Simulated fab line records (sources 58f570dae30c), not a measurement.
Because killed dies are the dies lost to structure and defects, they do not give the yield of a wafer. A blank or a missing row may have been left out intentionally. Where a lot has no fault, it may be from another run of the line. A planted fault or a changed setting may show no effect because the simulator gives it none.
A struck lot beside a sound one	flow berkeley-cmos170	14 steps out of a route of 331
Sound: these wafers, L706.4, L706.5, L706.6. Struck: wafers L710.1, L710.4, L710.5. At the end, the cause is stated.
Per side, at each step with rows, come the tool, then ch with its chambers, and then its first start. Under that, the readings that differ: sound wafers	struck wafers	difference of the means	sigmas: that difference in standard deviations of wafers without a fault.
alike: words and numbers the same on both sides, and readings whose means are apart by under 2 such deviations; not compared: readings that were withheld, readings missing a value for some wafer, numbers with overlapping values and no deviation given by the record, and bounds like >300 which may hide the same value.
Wherever a step has rows on one side only, a row that says differs or no value, or a row with sigmas, the two part there. When numbers do not overlap yet have no deviation, they are printed without sigmas and do not part them. A reading missing from all wafers of one side parts the sides only when that side holds two or more wafers.

UCB170_CONTACT_ETCH_18: etches PSG in CHF3/CF4/Ar, stops on TiSi2, target depth 840 nm, time 195 s.
  sound on rie-diel-02 ch 0,1,3; struck on rie-diel-04 ch 0,2,3
  alike: CHF3_flow_sccm, drypump-motor-current-A, oes-product-au, throttle-valve-pct
  not compared: rf-hours-counter-h
UCB170_CONTACT_STRIP_19: strips in O2.
  sound on plasma-asher-03 ch 0,1, day 8 16:31; struck on plasma-asher-01 ch 1, day 9 21:29
  alike: drypump-motor-current-A, oes-product-au
  not compared: rf-hours-counter-h
UCB170_CONTACT_CD_MEAS_90 targets a cd of 700 nm.
  sound on cd-sem-01 at day 8 16:38; struck on cd-sem-02 at day 9 21:35
  alike: cd-nm
then, 1 step without rows for these wafers: UCB170_CONTACT_CLEAN_20 (cleans in SPM, time 600 s).
UCB170_M1_SPUTTER_00: material Al, target thk 600 nm, time 80 s.
  sound on pvd-sputter-04 at day 8 17:05; struck on pvd-sputter-02 at day 9 21:53
  alike: throttle-valve-pct
UCB170_M1_RS_MEAS_01: the measuring method here is four-point-probe.
  sound on film-metro-01 at day 8 17:12; struck on film-metro-01 at day 9 21:59
  alike: M1_AL_RS
UCB170_M1_THK_MEAS_02: measures by xrf.
  sound on film-metro-01 at day 8 17:17; struck on film-metro-01 at day 9 22:07
  alike: M1_AL_THK
then, 5 steps without rows for these wafers: UCB170_M1_COAT_03; UCB170_M1_COAT_04 (resist thk 900 nm); UCB170_M1_SOFTBAKE_05 (time 60 s); UCB170_M1_EXPOSE_06 (exposes mask METAL1, target cd 700 nm); UCB170_M1_PEB_07.
UCB170_M1_DEVELOP_08: develop time 45 s.
  sound on litho-track-02 ch 0, day 8 19:00; struck on litho-track-04, day 9 22:00
  no value came back on the struck wafers for chill-plate-temp-C (C), develop-time-s (s); on the sound wafers chill-plate-temp-C (C) reads 22.98 22.91 22.89
reading	sound	struck	difference	sigmas
model.KrF_of_M1_COAT_04.thk-nm (nm)	889.1 888.6 891.9	903.2 903.9 905.1	+14.2	
UCB170_M1_CD_MEAS_09 targets a cd of 700 nm.
  sound on cd-sem-02 at day 8 19:53; struck on cd-sem-01 at day 9 23:01
reading	sound	struck	difference	sigmas
cd-nm (nm)	700.2 700.2 698.8	- - -	no value on the struck wafers	

## WHERE THEY PART
At UCB170_M1_DEVELOP_08 first; at UCB170_M1_CD_MEAS_09 last (within this record only).

WHY: whatever the simulator had introduced
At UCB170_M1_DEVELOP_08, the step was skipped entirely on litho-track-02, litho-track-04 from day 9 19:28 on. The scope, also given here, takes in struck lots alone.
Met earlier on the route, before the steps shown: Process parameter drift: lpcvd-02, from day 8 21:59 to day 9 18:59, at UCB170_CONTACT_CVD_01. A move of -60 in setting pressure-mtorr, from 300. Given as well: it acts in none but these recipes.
